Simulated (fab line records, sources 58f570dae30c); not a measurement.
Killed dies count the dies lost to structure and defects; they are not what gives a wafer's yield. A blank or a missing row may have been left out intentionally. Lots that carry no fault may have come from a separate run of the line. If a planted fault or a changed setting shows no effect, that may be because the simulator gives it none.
Chamber matching + flow berkeley cmos170 + UCB170_V1_CVD_00 on pecvd-02: 3 sister chambers
The step deposits SiO2 from TEOS/O2, target thk 2000 nm, time 250 s. 18 wafers are shown with their chamber, then 9 later ones without.

## EACH WAFER AND ITS CHAMBER
| wafer  | chamber | heater power w (W) |
|--------|---------|--------------------|
| L074.2 | 2       | 260                |
| L074.3 | 0       | 265                |
| L074.5 | 0       | 189                |
| L078.2 | 0       | 254                |
| L078.4 | 0       | 191                |
| L078.6 | 1       | 223                |
| L080.3 | 0       | 249                |
| L080.4 | 0       | 190                |
| L080.6 | 1       | 224                |
| L082.2 | 2       | 287                |
| L082.4 | 1       | 309                |
| L082.5 | 0       | 184                |
| L086.1 | 1       | 300                |
| L086.2 | 2       | 294                |
| L086.6 | 1       | 224                |
| L083.1 | 0       | 278                |
| L083.4 | 1       | 223                |
| L083.5 | 0       | 185                |

SIGNATURES, as means of the wafers listed above
| reading        | chamber 0 | chamber 1 | chamber 2 | scatter within a chamber |
|----------------|-----------|-----------|-----------|--------------------------|
| heater power w | 220.56    | 250.50    | 280.33    | 38.3                     |
Rule: for each reading, subtract the chamber's mean from the wafer's reading, divide by that reading's scatter and square the result; add these up over the readings and take the root, which gives the wafer's distance from the chamber. If the next closest chamber is less than 2 further off than the closest, the wafer can't be placed; otherwise it belongs to the closest. How the scatter is found: for the shown wafers, subtract from each reading the mean of its chamber, square and add these, divide the total by (wafers less chambers), then take the root.

## WAFERS WHOSE CHAMBER IS MISSING
| wafer  | heater power w (W) |
|--------|--------------------|
| L094.1 | 259                |
| L094.4 | 190                |
| L094.6 | 200                |
| L090.2 | 231                |
| L090.5 | 270                |
| L090.6 | 300                |
| L096.1 | 279                |
| L096.3 | 298                |
| L096.5 | 220                |

## CHAMBER TAKEN BY EACH
| wafer  | from the rows above          | in truth |
|--------|------------------------------|----------|
| L094.1 | can't be placed: 1 or 2 or 0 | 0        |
| L094.4 | can't be placed: 0 or 1 or 2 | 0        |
| L094.6 | can't be placed: 0 or 1 or 2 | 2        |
| L090.2 | can't be placed: 0 or 1 or 2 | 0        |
| L090.5 | can't be placed: 2 or 1 or 0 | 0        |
| L090.6 | can't be placed: 2 or 1 or 0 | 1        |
| L096.1 | can't be placed: 2 or 1 or 0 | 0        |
| L096.3 | can't be placed: 2 or 1 or 0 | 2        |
| L096.5 | can't be placed: 0 or 1 or 2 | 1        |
Correct placement for 0 of the 9. These rows do not allow placing 9 (true chamber among the candidates in 9). 0 placed wrongly.
